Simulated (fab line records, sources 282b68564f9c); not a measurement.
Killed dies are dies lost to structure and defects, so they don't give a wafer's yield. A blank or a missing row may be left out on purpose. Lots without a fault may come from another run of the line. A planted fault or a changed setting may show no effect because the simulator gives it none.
One fault seen from 2 desks | flow rit_cmos | each desk has only its own numbers; what lay behind them comes last

THE TOOL OWNER'S DESK: litho_track-01
The tool's own readings at RIT_NWELL_COAT_01 (resist thk 1300 nm): means of the sampled wafers that have a number, for each lot that ran on this tool. A lot is out of limits, marked OUT, if its mean lies more than 4 standard deviations from the usual mean; the brackets give that distance.
Columns: A = exhaust_pa at RIT_NWELL_COAT_01, usual 44.9 Pa; B = resist_line_temp_C at RIT_NWELL_COAT_01, usual 23.01 C; C = spin_speed_rpm at RIT_NWELL_COAT_01, usual 1999.9 rpm
lot  | first seen here | A    | B     | C
L138 | day 2 10:38     | 45.4 | 23.01 | 2000.3
L148 | day 4 15:16     | 45.0 | 23.08 | 1889.9 (-85) OUT
L151 | day 5 04:26     | 45.6 | 22.93 | 1886.7 (-87) OUT
This desk's finding: out of limits on L148, L151; first on L148, day 4 15:16 (spin_speed_rpm at RIT_NWELL_COAT_01). In limits: L138.

THE METROLOGY DESK
What the gauges read, lot by lot, whatever tool the lot ran on: means of the sampled wafers that have a number. A lot is out of limits, marked OUT, if its mean lies more than 4 standard deviations from the usual mean; the brackets give that distance.
Columns: A = FOX1_OXIDE_THK at RIT_FOX1_THK_MEAS_01, usual 349 nm; B = FOX2_OXIDE_THK at RIT_FOX2_THK_MEAS_01, usual 353 nm; C = FIELD_OXIDE_LEFT_1_THK at RIT_FOX2_THK_MEAS_90, usual 326 nm; D = NWELL_OVL at RIT_NWELL_OVL_MEAS_06, usual 0.4 nm
lot  | first seen here | A   | B   | C   | D
L138 | day 2 07:56     | 352 | 351 | 324 | -0.2
L144 | day 3 15:38     | 347 | 345 | 318 | -0.2
L148 | day 4 12:29     | 361 | 344 | 317 | -0.0
L151 | day 5 00:56     | 349 | 358 | 331 | -1.7
L155 | day 5 21:27     | 360 | 359 | 331 | 0.4
L158 | day 6 11:58     | 347 | 356 | 328 | 0.9
This desk's finding: nothing out of limits on any of the 6 lots.

PUT TOGETHER
The tool owner's desk could have raised an alarm at day 4 15:16, on L148, L151.
The metrology desk saw nothing out of limits.
The metrology desk has L148, L151 on record, within its limits.
Of the lots named, all ran RIT_NWELL_COAT_01 on litho_track-01.

WHAT THE SIMULATOR HAD PUT IN
Process parameter drift: litho_track-01, from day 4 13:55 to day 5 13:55, at RIT_NWELL_COAT_01. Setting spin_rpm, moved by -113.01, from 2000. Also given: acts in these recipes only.
Lots struck among those shown: L148, L151.
Hours from the fault's start to each desk's first reading out of limits: the tool owner's desk, 1.
